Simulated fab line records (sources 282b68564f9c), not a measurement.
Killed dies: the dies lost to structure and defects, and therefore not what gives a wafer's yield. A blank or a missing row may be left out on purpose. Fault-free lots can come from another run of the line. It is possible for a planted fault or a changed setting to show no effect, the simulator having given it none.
fab line records	flow ritCmos
record: lots: 5	wafers: 23
route steps=202 shown ACTIVE@4 FOX2@23 PWELL@40 PRETRO@72 GATE@84 PLDD@115 M1@202
startH: hours from the record's opening day to when the first of the lot's shown wafers began	waitH: hours since the lot's step before	" identical to the entry in the row above	L1.1+2: several wafers, shown together as one row	- no value, or no start was given	* or withheld: withheld	< > ~ a bound
route shown NAME@n: names a module that has steps shown in the file, with the first one's number in the route	usual: mean/standard deviation taken from wafers without a fault	same: alike in all rows	chamber/n: place in a boat	sites: each site's reading	_std_site: standard deviation of those values	_edge_site: outer sites' mean less inner sites'	radiusMm: for every site, how far away it sits from the centre of the wafer	mask NAME#n: copy n	behind: the tool/chamber that last shaped the wafer	hold: why the lot was held/for how many hours/how that ended	device: the transistor (n, p or np) that didn't switch	end of line: the tests these same wafers got at the end of their route	a step given without rows: its recipe and nothing more	killed: at the first sort, the dies lost to defects and structure; wafer yield is something else	map: a wafer's dies, x killed, . not, _ none there
set.NAME: the setting that was run; set.NAME@STEP: the one run at that earlier step	model.NAME: the simulator's own value behind a step, which no gauge read
lots run with intentionally changed settings; tables by step, rows by wafer
== steps ==
step: RIT_ACTIVE_CVD_03
recipe: material: Si3N4	targetThkNm: 150	tempC: 810	precursor: SiH2Cl2/NH3	timeS: 1500	pressureMtorr: 300	sih2cl2FlowSccm: 60	nh3FlowSccm: 150
lot.wafer	tool	chamber	startH	waitH	set.tempC	model.Si3N4_of_ACTIVE_CVD_03.thkNm
L074.2+4	-	-	-	0.0	822	184.6
L074.3	"	-	"	"	822	185.4
L074.5	"	-	"	"	822	186
L074.6	"	-	"	"	822	184.7
L075.2	-	-	-	0.0	822.2	185.9
L075.3	"	-	"	"	822.2	185.8
L075.4	"	-	"	"	822.2	186.2
L075.5	"	-	"	"	822.2	188.1
L075.6	"	-	"	"	822.2	186.4
L080.1	-	-	-	0.1	810	150.5
L080.3	"	-	"	"	810	151.5
L080.4	"	-	"	"	810	151.6
L080.5	"	-	"	"	810	151
L080.6	"	-	"	"	810	151.3
L081.1	lpcvd-02	0	47.11	0.1	810	149.3
L081.3	"	0	"	"	810	150.4
L081.6	"	0	"	"	810	150.5
L083.1	-	-	-	0.1	789.8	106.3
L083.3	"	-	"	"	789.8	107.1
L083.4	"	-	"	"	789.8	105.2
L083.5	"	-	"	"	789.8	105.4
L083.6	"	-	"	"	789.8	105.3
step: RIT_ACTIVE_THK_MEAS_04
recipe: reads: Si3N4_of_ACTIVE_CVD_03
usual: ACTIVE_NITRIDE_THK: 150.9/1.3
lot.wafer	tool	chamber	startH	waitH	set.tempC@ACTIVE_CVD_03	ACTIVE_NITRIDE_THK[nm]
L074.2	filmMetro-03	-	-	-	822	184.6
L074.3	"	-	"	"	822	185.3
L074.4	"	-	"	"	822	184.6
L074.5	"	-	"	"	822	185.8
L074.6	"	-	"	"	822	184.7
L075.2	filmMetro-01	-	-	-	822.2	186.0
L075.3	"	-	"	"	822.2	185.7
L075.4	"	-	"	"	822.2	186.2
L075.5	"	-	"	"	822.2	188.2
L075.6	"	-	"	"	822.2	186.4
L080.1	filmMetro-04	-	-	-	810	150.5
L080.3	"	-	"	"	810	151.4
L080.4	"	-	"	"	810	151.6
L080.5	"	-	"	"	810	151.1
L080.6	"	-	"	"	810	151.3
L081.1	filmMetro-04	-	48.53	0.0	810	149.3
L081.3	"	-	"	"	810	150.4
L081.6	"	-	"	"	810	150.4
L083.1	filmMetro-04	-	-	-	789.8	106.3
L083.3	"	-	"	"	789.8	107.2
L083.4	"	-	"	"	789.8	105.2
L083.5	"	-	"	"	789.8	105.5
L083.6	"	-	"	"	789.8	105.4
step: RIT_ACTIVE_DEVELOP_10
recipe: resist: NOVOLAK	developTimeS: 50	devTempC: 23
lot.wafer	tool	chamber	startH	waitH	set.developTimeS
L074.2+3+4+5+6	lithoTrack-01	0	-	-	50
L075.2+4+5	lithoTrack-03	0	-	-	43.24
L075.3+6	"	0	"	"	50
L080.1+3	lithoTrack-04	0	-	-	45.07
L080.4+5+6	"	0	"	"	50
L081.1+3+6	lithoTrack-03	0	-	-	50
L083.1+3+6	lithoTrack-03	0	-	-	48.06
L083.4+5	"	0	"	"	50
step: RIT_ACTIVE_CD_MEAS_11
recipe: targetCdNm: 1400
usual: cdNm: 1399.9/1.9
lot.wafer	tool	chamber	startH	waitH	set.developTimeS@ACTIVE_DEVELOP_10	cdNm
L074.2	cdSem-01	-	14.58	-	50	1401.9
L074.3	"	-	"	"	50	1402.2
L074.4	"	-	"	"	50	1403.3
L074.5	"	-	"	"	50	1400.0
L074.6	"	-	"	"	50	1400.0
L075.2	cdSem-02	-	19.58	-	43.24	1415.2
L075.3	"	-	"	"	50	1400.0
L075.4	"	-	"	"	43.24	1417.5
L075.5	"	-	"	"	43.24	1416.8
L075.6	"	-	"	"	50	1400.6
L080.1	cdSem-01	-	44.44	-	45.07	1410.6
L080.3	"	-	"	"	45.07	1409.4
L080.4	"	-	"	"	50	1400.0
L080.5	"	-	"	"	50	1400.4
L080.6	"	-	"	"	50	1399.4
L081.1	cdSem-02	-	49.44	-	50	1400.9
L081.3	"	-	"	"	50	1398.1
L081.6	"	-	"	"	50	1401.9
L083.1	cdSem-01	-	59.56	-	48.06	1402.6
L083.3	"	-	"	"	48.06	1404.1
L083.4	"	-	"	"	50	1401.9
L083.5	"	-	"	"	50	1398.8
L083.6	"	-	"	"	48.06	1402.6
step: RIT_ACTIVE_HARDBAKE_12
recipe: resist: NOVOLAK	tempC: 140	timeS: 60
step: RIT_ACTIVE_ETCH_13
recipe: stopOn: SiO2	chemistry: SF6	target: Si3N4	timeS: 210	overEtchFrac: 0.4	SF6_flow_sccm: 200	pressureMtorr: 260	rfW: 125	targetDepthA: 2100
usual: oesProductAu: 0.822/0.013
lot.wafer	tool	chamber	startH	waitH	set.tempC@ACTIVE_CVD_03	set.developTimeS@ACTIVE_DEVELOP_10	oesProductAu	model.ACTIVE.featureDepthNm	model.ACTIVE.cdNm	model.etch.depthNm
L074.2	rieDiel-03	1	14.83	0.1	822	50	0.909	184.6	1402	-
L074.3	"	2	"	"	822	50	0.921	187.7	1402	185.4
L074.4	"	3	"	"	822	50	0.926	184.6	1403	184.6
L074.5	"	3	"	"	822	50	0.925	186	1400	-
L074.6	"	2	"	"	822	50	0.915	187	1400	184.7
L075.2	rieDiel-04	2	19.83	0.1	822.2	43.24	0.919	185.9	1415	185.9
L075.3	"	3	"	"	822.2	50	0.915	185.8	1400	-
L075.4	"	2	"	"	822.2	43.24	0.917	186.2	1417	-
L075.5	"	1	"	"	822.2	43.24	0.958	188.1	1417	188.1
L075.6	"	3	"	"	822.2	50	0.926	186.4	1401	-
L080.1	rieDiel-04	3	44.71	0.1	810	45.07	0.822	150.5	1410	150.5
L080.3	"	0	"	"	810	45.07	0.808	151.8	1410	151.5
L080.4	"	2	"	"	810	50	0.807	151.6	1400	151.6
L080.5	"	3	"	"	810	50	0.829	151	1400	151
L080.6	"	0	"	"	810	50	0.808	151.6	1400	151.3
L081.1	rieDiel-01	1	49.71	0.1	810	50	0.811	149.3	1401	149.3
L081.3	"	2	"	"	810	50	0.827	151	1398	150.4
L081.6	"	1	"	"	810	50	0.813	150.5	1402	150.5
L083.1	rieDiel-01	2	59.83	0.1	789.8	48.06	0.693	106.9	1402	106.3
L083.3	"	3	"	"	789.8	48.06	0.695	112	1404	107.1
L083.4	"	0	"	"	789.8	50	0.697	105.2	1402	105.2
L083.5	"	2	"	"	789.8	50	0.702	106	1398	105.4
L083.6	"	3	"	"	789.8	48.06	0.683	110.2	1402	105.3
step: RIT_ACTIVE_STRIP_14
recipe: chemistry: O2	timeS: 180	resist: NOVOLAK	platenTempC: withheld	powerW: 500	pressureMtorr: 4000	o2FlowSccm: 4000
step: RIT_ACTIVE_CD_MEAS_90
recipe: targetCdNm: 1400
usual: cdNm: 1399.9/1.9
lot.wafer	tool	chamber	startH	waitH	set.developTimeS@ACTIVE_DEVELOP_10	cdNm
L074.2	cdSem-01	-	15.16	0.1	50	1402.2
L074.3	"	-	"	"	50	1402.6
L074.4	"	-	"	"	50	1402.8
L074.5	"	-	"	"	50	1399.7
L074.6	"	-	"	"	50	1400.3
L075.2	cdSem-02	-	20.16	0.1	43.24	1415.6
L075.3	"	-	"	"	50	1400.0
L075.4	"	-	"	"	43.24	1417.4
L075.5	"	-	"	"	43.24	1416.9
L075.6	"	-	"	"	50	1401.0
L080.1	cdSem-02	-	45.02	0.1	45.07	1410.5
L080.3	"	-	"	"	45.07	1409.7
L080.4	"	-	"	"	50	1400.2
L080.5	"	-	"	"	50	1400.0
L080.6	"	-	"	"	50	1399.6
L081.1	cdSem-02	-	50.02	0.1	50	1401.2
L081.3	"	-	"	"	50	1398.1
L081.6	"	-	"	"	50	1402.3
L083.1	cdSem-02	-	60.14	0.1	48.06	1402.3
L083.3	"	-	"	"	48.06	1403.7
L083.4	"	-	"	"	50	1402.2
L083.5	"	-	"	"	50	1398.2
L083.6	"	-	"	"	48.06	1402.2
step: RIT_FOX2_OXIDATION_00
recipe: tempC: 1100	ambient: H2O	targetThkA: 3507	pH2oTorr: 720	oxTimeS: 1130
lot.wafer	tool	chamber	startH	waitH	set.oxTimeS	model.SiO2_of_FOX2_OXIDATION_00.thkNm
L074.2	-	-	-	0.0	1011	338.9
L074.3	"	-	"	"	1011	343.9
L074.4	"	-	"	"	1011	339.2
L074.5	"	-	"	"	1011	343.5
L074.6	"	-	"	"	1011	338.1
L075.2+6	-	-	-	0.0	1130	345.7
L075.3	"	-	"	"	1130	347
L075.4+5	"	-	"	"	1130	345.4
L080.1	-	-	-	0.0	1252	376.2
L080.3	"	-	"	"	1252	375.9
L080.4	"	-	"	"	1252	383.9
L080.5	"	-	"	"	1252	376.5
L080.6	"	-	"	"	1252	383.2
L081.1	furnace-01	0	52.20	0.0	1130	349.4
L081.3	"	0	"	"	1130	349.1
L081.6	"	0	"	"	1130	346.3
L083.1	-	-	-	0.0	1198	366.6
L083.3+5	"	-	"	"	1198	365.5
L083.4	"	-	"	"	1198	368.5
L083.6	"	-	"	"	1198	364.2
step: RIT_PWELL_COAT_01
recipe: resist: NOVOLAK	spinRpm: 2000	resistThkNm: 1300
lot.wafer	tool	chamber	startH	waitH	set.spinRpm	model.NOVOLAK_of_PWELL_COAT_01.thkNm
L074.2	lithoTrack-01	0	21.79	0.1	2000	1300
L074.3	"	0	"	"	2000	1301
L074.4	"	0	"	"	2000	1298
L074.5	"	0	"	"	2000	1299
L074.6	"	0	"	"	2000	1302
L075.2+6	lithoTrack-01	0	30.04	0.1	2000	1301
L075.3	"	0	"	"	2000	1303
L075.4	"	0	"	"	2000	1302
L075.5	"	0	"	"	2000	1304
L080.1	lithoTrack-03	0	51.01	0.1	2060	1286
L080.3	"	0	"	"	2000	1301
L080.4	"	0	"	"	2060	1281
L080.5	"	0	"	"	2000	1304
L080.6	"	0	"	"	2000	1299
L081.1	lithoTrack-02	0	56.28	0.1	2000	1300
L081.3	"	0	"	"	2000	1298
L081.6	"	0	"	"	2000	1301
L083.1	lithoTrack-01	0	66.22	0.1	1875	1339
L083.3	"	0	"	"	2000	1296
L083.4+6	"	0	"	"	2000	1293
L083.5	"	0	"	"	1875	1337
step: RIT_PRETRO_IMPLANT_08
recipe: species: B	energyKev: 45	doseCm2: 1.2e+13	tiltDeg: 7
lot.wafer	tool	chamber	startH	waitH	set.energyKev	model.implant.rpNm	model.implant.drpNm
L074.2+3+5	implanter-03	0	31.85	0.2	45	147.1	55.07
L074.4+6	"	0	"	"	46.06	150.4	55.84
L075.2+6	implanter-02	0	39.90	0.2	45	144.4	55.07
L075.3+4+5	"	0	"	"	46.16	147.9	55.91
L080.1+3+4+5+6	implanter-03	0	62.15	0.2	45	146.8	55.07
L081.1+3+6	implanter-03	0	66.15	0.2	45	142	55.07
L083.1+3+4	implanter-02	0	75.66	0.2	45	140.5	55.07
L083.5+6	"	0	"	"	43.3	135.5	53.82
step: RIT_GATE_CVD_08
recipe: material: poly-Si	targetThkNm: 250	tempC: 610	precursor: SiH4	timeS: 2220	pressureMtorr: 300	sih4FlowSccm: 100
lot.wafer	tool	chamber	startH	waitH	set.pressureMtorr	model.poly-Si_of_GATE_CVD_08.thkNm
L074.2	-	-	-	0.0	265.2	235.2
L074.3	"	-	"	"	265.2	237.3
L074.4	"	-	"	"	265.2	234.1
L074.5	"	-	"	"	265.2	236.6
L074.6	"	-	"	"	265.2	235.7
L075.2+3+4	-	-	-	1.0	341.5	266.7
L075.5	"	-	"	"	341.5	264.5
L075.6	"	-	"	"	341.5	267.3
L080.1	-	-	-	0.1	316.5	261
L080.3	"	-	"	"	316.5	258.9
L080.4	"	-	"	"	316.5	261.3
L080.5	"	-	"	"	316.5	258
L080.6	"	-	"	"	316.5	258.2
L081.1	lpcvd-02	0	69.75	0.1	300	252
L081.3	"	0	"	"	300	252.2
L081.6	"	0	"	"	300	253.5
L083.1	-	-	-	0.1	255.6	233.7
L083.3	"	-	"	"	255.6	230.7
L083.4	"	-	"	"	255.6	231
L083.5	"	-	"	"	255.6	232.5
L083.6	"	-	"	"	255.6	232.7
step: RIT_GATE_THK_MEAS_09
recipe: reads: poly-Si_of_GATE_CVD_08
usual: GATE_POLY_THK: 250.6/2.1
lot.wafer	tool	chamber	startH	waitH	set.pressureMtorr@GATE_CVD_08	GATE_POLY_THK[nm]
L074.2	filmMetro-01	-	-	-	265.2	235.1
L074.3	"	-	"	"	265.2	237.5
L074.4	"	-	"	"	265.2	234.3
L074.5	"	-	"	"	265.2	236.7
L074.6	"	-	"	"	265.2	235.7
L075.2	filmMetro-02	-	-	-	341.5	266.6
L075.3	"	-	"	"	341.5	266.8
L075.4	"	-	"	"	341.5	266.8
L075.5	"	-	"	"	341.5	264.6
L075.6	"	-	"	"	341.5	267.3
L080.1	filmMetro-01	-	-	-	316.5	260.9
L080.3	"	-	"	"	316.5	259.0
L080.4	"	-	"	"	316.5	261.4
L080.5	"	-	"	"	316.5	257.8
L080.6	"	-	"	"	316.5	258.1
L081.1	filmMetro-03	-	71.37	0.0	300	252.0
L081.3	"	-	"	"	300	252.2
L081.6	"	-	"	"	300	253.6
L083.1	filmMetro-01	-	-	-	255.6	233.6
L083.3	"	-	"	"	255.6	230.6
L083.4	"	-	"	"	255.6	231.1
L083.5	"	-	"	"	255.6	232.6
L083.6	"	-	"	"	255.6	232.6
step: RIT_GATE_COAT_11
recipe: resist: NOVOLAK	spinRpm: 4250	resistThkNm: 850
lot.wafer	tool	chamber	startH	waitH	set.resistThkNm	model.NOVOLAK_of_GATE_COAT_11.thkNm
L074.2	lithoTrack-02	0	35.92	0.1	850	847.7
L074.3	"	0	"	"	850	845.8
L074.4	"	0	"	"	850	846.6
L074.5	"	0	"	"	850	847.8
L074.6	"	0	"	"	850	844.4
L075.2	lithoTrack-02	0	45.34	0.1	850	848.3
L075.3	"	0	"	"	850	850.8
L075.4	"	0	"	"	825.7	823.1
L075.5	"	0	"	"	825.7	826.9
L075.6	"	0	"	"	850	847.9
L080.1	lithoTrack-02	0	66.24	0.1	850	851.3
L080.3	"	0	"	"	850	851.4
L080.4	"	0	"	"	850	854.9
L080.5	"	0	"	"	807.8	809.4
L080.6	"	0	"	"	807.8	810.5
L081.1	lithoTrack-03	0	71.58	0.1	850	850.2
L081.3	"	0	"	"	850	849.9
L081.6	"	0	"	"	850	847.9
L083.1	lithoTrack-04	0	80.60	0.1	804.3	804.6
L083.3	"	0	"	"	850	848.8
L083.4	"	0	"	"	850	850.3
L083.5	"	0	"	"	804.3	804.2
L083.6	"	0	"	"	804.3	802.5
step: RIT_GATE_DEVELOP_15
recipe: resist: NOVOLAK	developTimeS: 50	devTempC: 23
lot.wafer	tool	chamber	startH	waitH	set.developTimeS
L074.2+5+6	lithoTrack-04	0	-	-	45.28
L074.3+4	"	0	"	"	50
L075.2+4+6	lithoTrack-03	0	-	-	46.61
L075.3+5	"	0	"	"	50
L080.1+3+6	lithoTrack-02	0	-	-	54.09
L080.4+5	"	0	"	"	50
L081.1+3+6	lithoTrack-04	0	-	-	50
L083.1+3+5	lithoTrack-02	0	-	-	50
L083.4+6	"	0	"	"	44.56
step: RIT_GATE_HARDBAKE_18
recipe: resist: NOVOLAK	tempC: 140	timeS: 60
lot.wafer	tool	chamber	startH	waitH	set.resistThkNm@GATE_COAT_11	model.NOVOLAK_of_GATE_COAT_11.thkNm
L074.2	lithoTrack-03	0	36.77	0.0	850	750.5
L074.3	"	0	"	"	850	748.8
L074.4	"	0	"	"	850	749.5
L074.5	"	0	"	"	850	750.6
L074.6	"	0	"	"	850	747.6
L075.2	lithoTrack-03	0	46.36	0.0	850	751
L075.3	"	0	"	"	850	753.1
L075.4	"	0	"	"	825.7	729
L075.5	"	0	"	"	825.7	732.2
L075.6	"	0	"	"	850	750.7
L080.1	lithoTrack-02	0	67.10	0.0	850	753.6
L080.3	"	0	"	"	850	753.7
L080.4	"	0	"	"	850	756.8
L080.5	"	0	"	"	807.8	717
L080.6	"	0	"	"	807.8	717.8
L081.1	lithoTrack-03	0	72.56	0.0	850	752.7
L081.3	"	0	"	"	850	752.4
L081.6	"	0	"	"	850	750.7
L083.1	lithoTrack-04	0	81.74	0.3	804.3	712.7
L083.3	"	0	"	"	850	751.5
L083.4	"	0	"	"	850	752.8
L083.5	"	0	"	"	804.3	712.4
L083.6	"	0	"	"	804.3	710.9
step: RIT_GATE_ETCH_19
recipe: chemistry: SF6/CHF3/O2	timeS: 165	SF6_flow_sccm: 30	CHF3_flow_sccm: 30	O2_flow_sccm: 5	target: poly-Si	pressureMtorr: 40	rfW: 160	targetDepthA: 3125	overEtchFrac: 0.25	stopOn: SiO2
lot.wafer	tool	chamber	startH	waitH	set.pressureMtorr@GATE_CVD_08	set.resistThkNm@GATE_COAT_11	model.NOVOLAK_of_GATE_COAT_11.thkNm	model.etch.depthNm
L074.2	rieSi-01	1	36.90	0.1	265.2	850	674	-
L074.3	"	0	"	"	265.2	850	668.1	237.3
L074.4	"	2	"	"	265.2	850	666.9	234.1
L074.5	"	0	"	"	265.2	850	670.4	-
L074.6	"	3	"	"	265.2	850	667.9	235.7
L075.2	rieSi-02	0	46.49	0.1	341.5	850	666.8	266.7
L075.3	"	2	"	"	341.5	850	676.3	-
L075.4	"	1	"	"	341.5	825.7	646.5	-
L075.5	"	3	"	"	341.5	825.7	647	264.5
L075.6	"	2	"	"	341.5	850	672.9	-
L080.1	rieSi-02	1	67.25	0.1	316.5	850	671.5	261
L080.3	"	3	"	"	316.5	850	669.1	258.9
L080.4	"	0	"	"	316.5	850	673.7	261.3
L080.5	"	1	"	"	316.5	807.8	634.3	258
L080.6	"	0	"	"	316.5	807.8	634.1	258.2
L081.1	rieSi-01	2	72.71	0.1	300	850	668.8	252
L081.3	"	1	"	"	300	850	675.9	252.2
L081.6	"	2	"	"	300	850	667.5	253.5
L083.1	rieSi-01	1	81.89	0.1	255.6	804.3	636.5	233.7
L083.3	"	2	"	"	255.6	850	668	230.7
L083.4	"	3	"	"	255.6	850	673.4	231
L083.5	"	1	"	"	255.6	804.3	635.9	232.5
L083.6	"	0	"	"	255.6	804.3	630.7	232.7
step: RIT_PLDD_COAT_01
recipe: resist: NOVOLAK	spinRpm: 3250	resistThkNm: 1000
lot.wafer	tool	chamber	startH	waitH	set.resistThkNm	model.NOVOLAK_of_PLDD_COAT_01.thkNm
L074.2	lithoTrack-02	0	42.08	0.1	1000	995.9
L074.3	"	0	"	"	1049	1050
L074.4	"	0	"	"	1000	996.6
L074.5	"	0	"	"	1000	997.9
L074.6	"	0	"	"	1049	1048
L075.2	lithoTrack-04	0	51.79	0.1	1028	1033
L075.3+4+5	"	0	"	"	1000	1001
L075.6	"	0	"	"	1028	1035
L080.1	lithoTrack-02	0	72.59	0.1	1037	1039
L080.3	"	0	"	"	1000	998.9
L080.4	"	0	"	"	1000	998.4
L080.5	"	0	"	"	1037	1035
L080.6	"	0	"	"	1037	1036
L081.1+3	lithoTrack-02	0	77.68	0.1	1000	1002
L081.6	"	0	"	"	1000	1003
L083.1	lithoTrack-02	0	87.08	0.1	1000	1002
L083.3	"	0	"	"	1000	1005
L083.4	"	0	"	"	951.3	953.2
L083.5	"	0	"	"	951.3	954.7
L083.6	"	0	"	"	951.3	952.2
step: RIT_PLDD_DEVELOP_05
recipe: resist: NOVOLAK	developTimeS: 50	devTempC: 23
lot.wafer	tool	chamber	startH	waitH	set.developTimeS
L074.2+3+4	lithoTrack-04	0	-	-	45.99
L074.5+6	"	0	"	"	50
L075.2+5	lithoTrack-01	0	-	-	50
L075.3+4+6	"	0	"	"	43.47
L080.1+5	lithoTrack-04	0	-	-	53.46
L080.3+4+6	"	0	"	"	50
L081.1+3+6	lithoTrack-01	0	-	-	50
L083.1+3+4+5+6	lithoTrack-01	0	-	-	50
step: RIT_PLDD_HARDBAKE_07
recipe: resist: NOVOLAK	tempC: 140	timeS: 60
lot.wafer	tool	chamber	startH	waitH	set.resistThkNm@PLDD_COAT_01	model.NOVOLAK_of_PLDD_COAT_01.thkNm
L074.2	lithoTrack-02	0	42.82	0.0	1000	880.2
L074.3	"	0	"	"	1049	927.6
L074.4	"	0	"	"	1000	880.8
L074.5	"	0	"	"	1000	882
L074.6	"	0	"	"	1049	925.7
L075.2	lithoTrack-01	0	52.65	0.0	1028	913
L075.3	"	0	"	"	1000	884.5
L075.4	"	0	"	"	1000	884.9
L075.5	"	0	"	"	1000	884.3
L075.6	"	0	"	"	1028	914.1
L080.1	lithoTrack-01	0	73.33	0.0	1037	917.9
L080.3	"	0	"	"	1000	882.8
L080.4	"	0	"	"	1000	882.4
L080.5	"	0	"	"	1037	914.5
L080.6	"	0	"	"	1037	915.4
L081.1	lithoTrack-01	0	78.54	0.0	1000	885.9
L081.3	"	0	"	"	1000	885.4
L081.6	"	0	"	"	1000	886.9
L083.1	lithoTrack-01	0	87.81	0.0	1000	885.5
L083.3	"	0	"	"	1000	887.9
L083.4	"	0	"	"	951.3	842.9
L083.5	"	0	"	"	951.3	844.2
L083.6	"	0	"	"	951.3	842
step: RIT_M1_PROBE_99
lot.wafer	tool	chamber	startH	waitH	set.developTimeS@GATE_DEVELOP_15	model.etest.pmos_0p3.rOnOhmUm
L074.2	prober-02	-	56.95	0.1	45.28	6545
L074.3	prober-02	-	57.00	0.2	50	6273
L074.4	prober-02	-	57.05	0.2	50	6282
L074.5	prober-02	-	57.10	0.2	45.28	6541
L074.6	prober-02	-	57.15	0.2	45.28	6600
L075.2	prober-01	-	67.05	0.1	46.61	6491
L075.3	prober-01	-	67.10	0.2	50	6248
L075.4	prober-01	-	67.15	0.2	46.61	6216
L075.5	prober-01	-	67.20	0.2	50	6207
L075.6	prober-01	-	67.25	0.2	46.61	6523
L080.1	prober-02	-	87.09	0.1	54.09	5609
L080.3	prober-02	-	87.19	0.2	54.09	5682
L080.4	prober-02	-	87.24	0.2	50	5974
L080.5	prober-02	-	87.29	0.2	50	5885
L080.6	prober-02	-	87.34	0.2	54.09	5566
L081.1	prober-01	-	93.31	0.1	50	6217
L081.3	prober-01	-	93.41	0.2	50	6470
L081.6	prober-01	-	93.56	0.2	50	6418
L083.1	prober-01	-	102.36	0.1	50	6220
L083.3	prober-01	-	102.46	0.2	50	6425
L083.4	prober-01	-	102.51	0.2	44.56	6808
L083.5	prober-01	-	102.56	0.2	50	6319
L083.6	prober-01	-	102.61	0.2	44.56	6688
killed by level:class
L081.1 SPACER:geometricParticle:open=1 SILICIDE:geometricParticle:short=1
L081.3 GATE:geometricParticle:open=2 FOX1:geometricParticle:open=1 GATE:geometricParticle:short=1 SPACER:geometricParticle:open=1
L081.6 GATE:geometricParticle:short=1 SPACER:geometricParticle:open=1
== key ==
split: step: RIT_ACTIVE_CVD_03	setting: tempC	stated: 810	by: lot
response: step: RIT_ACTIVE_CVD_03	reading: model.Si3N4_of_ACTIVE_CVD_03.thkNm	change: +20.1	per: 1%	r: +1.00
response: step: RIT_ACTIVE_THK_MEAS_04	reading: ACTIVE_NITRIDE_THK	change: +20.1	per: 1%	r: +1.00
response: step: RIT_ACTIVE_ETCH_13	reading: oesProductAu	change: +0.0578	per: 1%	r: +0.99
response: step: RIT_ACTIVE_ETCH_13	reading: model.ACTIVE.featureDepthNm	change: +19.7	per: 1%	r: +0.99
response: step: RIT_ACTIVE_ETCH_13	reading: model.etch.depthNm	change: +19.8	per: 1%	r: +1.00
split: step: RIT_ACTIVE_DEVELOP_10	setting: developTimeS	stated: 50	by: wafer
response: step: RIT_ACTIVE_CD_MEAS_11	reading: cdNm	change: -1.11	per: 1%	r: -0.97
response: step: RIT_ACTIVE_ETCH_13	reading: model.ACTIVE.cdNm	change: -1.11	per: 1%	r: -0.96
response: step: RIT_ACTIVE_CD_MEAS_90	reading: cdNm	change: -1.11	per: 1%	r: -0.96
split: step: RIT_FOX2_OXIDATION_00	setting: oxTimeS	stated: 1130	by: lot
response: step: RIT_FOX2_OXIDATION_00	reading: model.SiO2_of_FOX2_OXIDATION_00.thkNm	change: +1.83	per: 1%	r: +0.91
split: step: RIT_PWELL_COAT_01	setting: spinRpm	stated: 2000	by: wafer
response: step: RIT_PWELL_COAT_01	reading: model.NOVOLAK_of_PWELL_COAT_01.thkNm	change: -6.86	per: 1%	r: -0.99
split: step: RIT_PRETRO_IMPLANT_08	setting: energyKev	stated: 45	by: wafer
response: step: RIT_PRETRO_IMPLANT_08	reading: model.implant.rpNm	change: +1.35	per: 1%	r: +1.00
response: step: RIT_PRETRO_IMPLANT_08	reading: model.implant.drpNm	change: +0.328	per: 1%	r: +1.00
split: step: RIT_GATE_CVD_08	setting: pressureMtorr	stated: 300	by: lot
response: step: RIT_GATE_CVD_08	reading: model.poly-Si_of_GATE_CVD_08.thkNm	change: +1.24	per: 1%	r: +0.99
response: step: RIT_GATE_THK_MEAS_09	reading: GATE_POLY_THK	change: +1.24	per: 1%	r: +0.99
response: step: RIT_GATE_ETCH_19	reading: model.etch.depthNm	change: +1.27	per: 1%	r: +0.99
split: step: RIT_GATE_COAT_11	setting: resistThkNm	stated: 850	by: wafer
response: step: RIT_GATE_COAT_11	reading: model.NOVOLAK_of_GATE_COAT_11.thkNm	change: +8.53	per: 1%	r: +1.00
response: step: RIT_GATE_HARDBAKE_18	reading: model.NOVOLAK_of_GATE_COAT_11.thkNm	change: +7.47	per: 1%	r: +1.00
response: step: RIT_GATE_ETCH_19	reading: model.NOVOLAK_of_GATE_COAT_11.thkNm	change: +7.33	per: 1%	r: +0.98
split: step: RIT_GATE_DEVELOP_15	setting: developTimeS	stated: 50	by: wafer
response: step: RIT_M1_PROBE_99	reading: model.etest.pmos_0p3.rOnOhmUm	change: -34.7	per: 1%	r: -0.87
split: step: RIT_PLDD_COAT_01	setting: resistThkNm	stated: 1000	by: wafer
response: step: RIT_PLDD_COAT_01	reading: model.NOVOLAK_of_PLDD_COAT_01.thkNm	change: +10.6	per: 1%	r: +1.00
response: step: RIT_PLDD_HARDBAKE_07	reading: model.NOVOLAK_of_PLDD_COAT_01.thkNm	change: +9.26	per: 1%	r: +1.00
split: step: RIT_PLDD_DEVELOP_05	setting: developTimeS	stated: 50	by: wafer
response none clear
